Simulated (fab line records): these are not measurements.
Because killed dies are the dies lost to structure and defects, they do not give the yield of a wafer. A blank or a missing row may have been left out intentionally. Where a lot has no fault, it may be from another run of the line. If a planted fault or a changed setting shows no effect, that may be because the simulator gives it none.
Struck lot and sound lot, side by side / flow ritCmos / 27 out of 202 route steps
Sound: wafers L904.4, L904.5, L904.6. Wafers struck: L917.1, L917.3, L917.6. The cause is given at the end.
For every step that has rows: the tool of each side, followed by ch and its chambers, followed by its first start. Under that, the readings that differ: sound wafers / struck wafers / difference of the means / sigmas: that difference in standard deviations of wafers without a fault.
alike: a reading whose means differ by less than 2 such deviations, as well as words and numbers matching on both sides. not compared: withheld readings; readings where some wafer has no value; bounds like >300 that might hide an equal value; numbers whose values overlap and for which the record gives no deviation.
A row with sigmas, a row that says differs or no value, or rows on one side alone: a step with any of these is where the two part. Non-overlapping numbers with no deviation appear without sigmas and do not part them. Lack of a reading on every wafer of one side parts them only where that side has two or more wafers.

first, 1 step without rows for these wafers: RIT_ACTIVE_OXIDATION_01 (target thk 46.8 nm, ox time 3360 s).
RIT_ACTIVE_THK_MEAS_02:
  sound on filmMetro-03, day 1 12:33; struck on filmMetro-03, day 4 05:03
  alike: ACTIVE_OXIDE_THK
then, 1 step without rows for these wafers: RIT_ACTIVE_CVD_03 (deposits Si3N4 from SiH2Cl2/NH3, target thk 150 nm, time 1500 s).
RIT_ACTIVE_THK_MEAS_04:
  sound on filmMetro-03, day 1 14:01; struck on filmMetro-04, day 4 06:32
  alike: ACTIVE_NITRIDE_THK
then, 6 steps without rows for these wafers: RIT_ACTIVE_HMDS_05 (prime time 60 s); RIT_ACTIVE_COAT_06 (resist thk 1000 nm); RIT_ACTIVE_SOFTBAKE_07 (time 60 s); RIT_ACTIVE_EXPOSE_08 (exposes mask M1, target cd 1400 nm); RIT_ACTIVE_PEB_09; RIT_ACTIVE_DEVELOP_10 (develop time 50 s).
RIT_ACTIVE_CD_MEAS_11 targets a cd of 1400 nm.
  sound on cdSem-01, day 1 15:10; struck on cdSem-01, day 4 07:26
  alike: cdNm
then, 1 step without rows for these wafers: RIT_ACTIVE_HARDBAKE_12 (time 60 s).
RIT_ACTIVE_ETCH_13: etches Si3N4 in SF6, stops on SiO2, time 210 s, target depth 210 nm.
  sound on rieDiel-02 ch 0,1,3, day 1 15:23; struck on rieDiel-04 ch 2,3, day 4 07:43
reading=oesProductAu (a.u.); sound=0.825 0.829 0.804; struck=0.742 0.776 0.734; difference=-0.069; sigmas=-5
reading=overEtchFrac; sound=0.4 0.4 0.4; struck=0.61339 0.61339 0.61339; difference=+0.21339; sigmas=
reading=model.NOVOLAK_of_ACTIVE_COAT_06.thkNm (nm); sound=652.3 657.8 659.8; struck=618.3 620.7 621.2; difference=-36.6; sigmas=
reading=model.ACTIVE.featureDepthNm (nm); sound=149.3 148.9 148.3; struck=160 159.1 158.9; difference=+10; sigmas=
reading=model.SiO2_of_ACTIVE_OXIDATION_01.thkNm (nm); sound=43.97 44.52 45.01; struck=36.61 36.58 37.63; difference=-7.56; sigmas=
  alike: drypumpMotorCurrentA, throttleValvePct
  not compared: rfHoursCounterH
RIT_ACTIVE_STRIP_14: strips in O2, time 180 s.
  sound on plasmaAsher-03 ch 0,1, day 1 15:34; struck on plasmaAsher-04 ch 0,1, day 4 07:50
  alike: drypumpMotorCurrentA, rfReflPowerW
  not compared: rfHoursCounterH
RIT_ACTIVE_CD_MEAS_90 targets a cd of 1400 nm.
  sound on cdSem-01, day 1 15:45; struck on cdSem-01, day 4 08:01
  alike: cdNm
then, 4 steps without rows for these wafers: RIT_ACTIVE_CLEAN_15 (cleans in SC1, time 600 s); RIT_ACTIVE_CLEAN_16 (cleans in dHF, time 30 s); RIT_ACTIVE_CLEAN_17 (cleans in SC2, time 600 s); RIT_FOX1_OXIDATION_00 (target thk 350.7 nm, ox time 1130 s).
RIT_FOX1_THK_MEAS_01:
  sound on filmMetro-01, day 1 17:31; struck on filmMetro-04, day 4 09:49
reading=FOX1_OXIDE_THK (nm); sound=361 362 358; struck=348 345 346; difference=-14; sigmas=-2
then, 2 steps without rows for these wafers: RIT_FOX1_WET_ETCH_02 (etches SiO2 in BOE, target depth 350 nm, time 390 s); RIT_FOX2_OXIDATION_00 (target thk 350.7 nm, ox time 1130 s).
RIT_FOX2_THK_MEAS_01:
  sound on filmMetro-01, day 1 19:47; struck on filmMetro-03, day 4 11:19
reading=FOX2_OXIDE_THK (nm); sound=331 331 326; struck=356 356 353; difference=+26; sigmas=+3
then, 1 step without rows for these wafers: RIT_FOX2_CLEAN_02 (cleans in dHF, time 180 s).
RIT_FOX2_WET_ETCH_03: etches Si3N4 in H3PO4, target depth 195 nm, time 2700 s.
  sound on wetBench-04 ch 3, day 1 19:52; struck on wetBench-04 ch 3, day 4 11:26
reading=model.SiO2_of_ACTIVE_OXIDATION_01.thkNm (nm); sound=39.08 39.53 39.98; struck=32.47 32.43 33.36; difference=-6.78; sigmas=
RIT_FOX2_THK_MEAS_90:
  sound on filmMetro-04, day 1 20:44; struck on filmMetro-01, day 4 12:16
reading=FIELD_OXIDE_LEFT_1_THK (nm); sound=304 303 298; struck=328 328 326; difference=+26; sigmas=+3
RIT_M1_PROBE_99:
  rows exist in the record for the struck wafers here (prober-01, day 6 01:28), but not for the sound ones

WHERE THEY PART
At RIT_ACTIVE_ETCH_13 first; at RIT_M1_PROBE_99 last (within this record only).

WHY: the cause the simulator had injected
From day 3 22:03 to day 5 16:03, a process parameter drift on rieDiel-04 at RIT_ACTIVE_ETCH_13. A move of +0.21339 in setting overEtchFrac, from 0.4. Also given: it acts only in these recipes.
